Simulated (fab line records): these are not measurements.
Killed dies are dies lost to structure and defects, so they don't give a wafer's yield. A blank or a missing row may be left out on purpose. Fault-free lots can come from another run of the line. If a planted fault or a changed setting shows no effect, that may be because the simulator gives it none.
Check for tools in common    flow berkeley cmos170    14 lots and 42 wafers in the sample

== WHY THIS WAS OPENED ==
2 of 14 lots carry a flag on the reading V2_TEOS_THK at UCB170_V2_THK_MEAS_01. Wafers without a fault read 2011 nm, standard deviation 35.
Rule: flag the lot when none of its wafers has a number, or when each of its wafers that has one lies beyond 4 standard deviations from that mean. All remaining lots are regarded as sound.

lot   measured      on             V2_TEOS_THK (nm), wafer by wafer  flag
L744  day 7 11:08   film metro-04  2000 1970 1992                    
L743  day 7 14:29   film metro-04  2068 2011 2087                    
L745  day 8 01:03   film metro-02  2032 1995 2034                    
L748  day 8 10:34   film metro-02  1986 1968 2017                    
L752  day 9 23:02   film metro-04  2006 2048 2011                    
L751  day 9 23:26   film metro-03  1991 1976 2005                    
L749  day 9 23:44   film metro-03  2755 2729 2686                    FLAGGED
L759  day 10 22:19  film metro-03  2023 2044 2039                    
L756  day 10 22:37  film metro-02  2691 2748 2728                    FLAGGED
L758  day 10 22:56  film metro-04  1982 2018 2129                    
L755  day 11 01:50  film metro-02  1990 1997 1962                    
L761  day 12 00:46  film metro-02  1975 2046 2008                    
L763  day 12 02:01  film metro-02  1976 2006 2002                    
L764  day 12 14:07  film metro-02  2011 2037 2042                    
The numbers of the flagged lots are 2723 nm on average: +712 nm against the usual, or +20 standard deviations.

== WHICH TOOL EACH LOT WENT THROUGH ==
The record keeps 1 process step preceding the reading, out of 331 steps on the route. Every cell lists first the tool, next ch and the chambers used by the sampled wafers, and last the start.
lot   flag     UCB170_V2_CVD_00
L744           pecvd-02 ch 0,1, day 7 10:54
L743           pecvd-01 ch 1,2, day 7 14:17
L745           pecvd-02 ch 1,2, day 8 00:53
L748           pecvd-03 ch 1,2, day 8 10:23
L752           pecvd-03 ch 0,1,2, day 9 22:51
L751           pecvd-02 ch 0,1, day 9 23:17
L749  FLAGGED  pecvd-03 ch 0,1,2, day 9 23:38
L759           pecvd-02 ch 0,1, day 10 22:10
L756  FLAGGED  pecvd-03 ch 0,2, day 10 22:27
L758           pecvd-01 ch 0,2, day 10 22:46
L755           pecvd-02 ch 0,1,2, day 11 01:41
L761           pecvd-02 ch 0,1,2, day 12 00:35
L763           pecvd-02 ch 1,2, day 12 01:52
L764           pecvd-01 ch 1,2, day 12 13:58
What these steps do:
- UCB170_V2_CVD_00: deposits SiO2 from TEOS/O2, target thk 2000 nm, time 250 s.
- UCB170_V2_THK_MEAS_01

== FLAGGED OVER TOTAL, TOOL BY TOOL (the gauges that took the reading come last) ==
step                   tool           lots run  flagged  share of the flagged lots  sound lots run after its first flagged lot
UCB170_V2_CVD_00       pecvd-01       3         0        none                       -
UCB170_V2_CVD_00       pecvd-02       7         0        none                       -
UCB170_V2_CVD_00       pecvd-03       4         2        all                        0
UCB170_V2_THK_MEAS_01  film metro-02  7         1        some                       4 (L755,L761,L763,L764)
UCB170_V2_THK_MEAS_01  film metro-03  3         1        some                       1 (L759)
UCB170_V2_THK_MEAS_01  film metro-04  4         0        none                       -

== WHAT IS ALLOWED BY THE TABLE ==
In the table, 1 row covers all flagged lots: pecvd-03 at UCB170_V2_CVD_00.
- pecvd-03 at UCB170_V2_CVD_00: 2 of its 4 lots flagged. Its last sound lot is L752 (day 9 22:51), its first flagged lot L749 (day 9 23:38): a fault that began between those two fits.
Just one tool remains: pecvd-03 at UCB170_V2_CVD_00.

== WHAT THE SIMULATOR PUT IN ==
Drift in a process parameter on pecvd-03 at UCB170_V2_CVD_00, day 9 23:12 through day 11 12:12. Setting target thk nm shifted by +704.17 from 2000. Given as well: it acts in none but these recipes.
Lots struck among those shown: L749, L756. This agrees with what the rule above found.
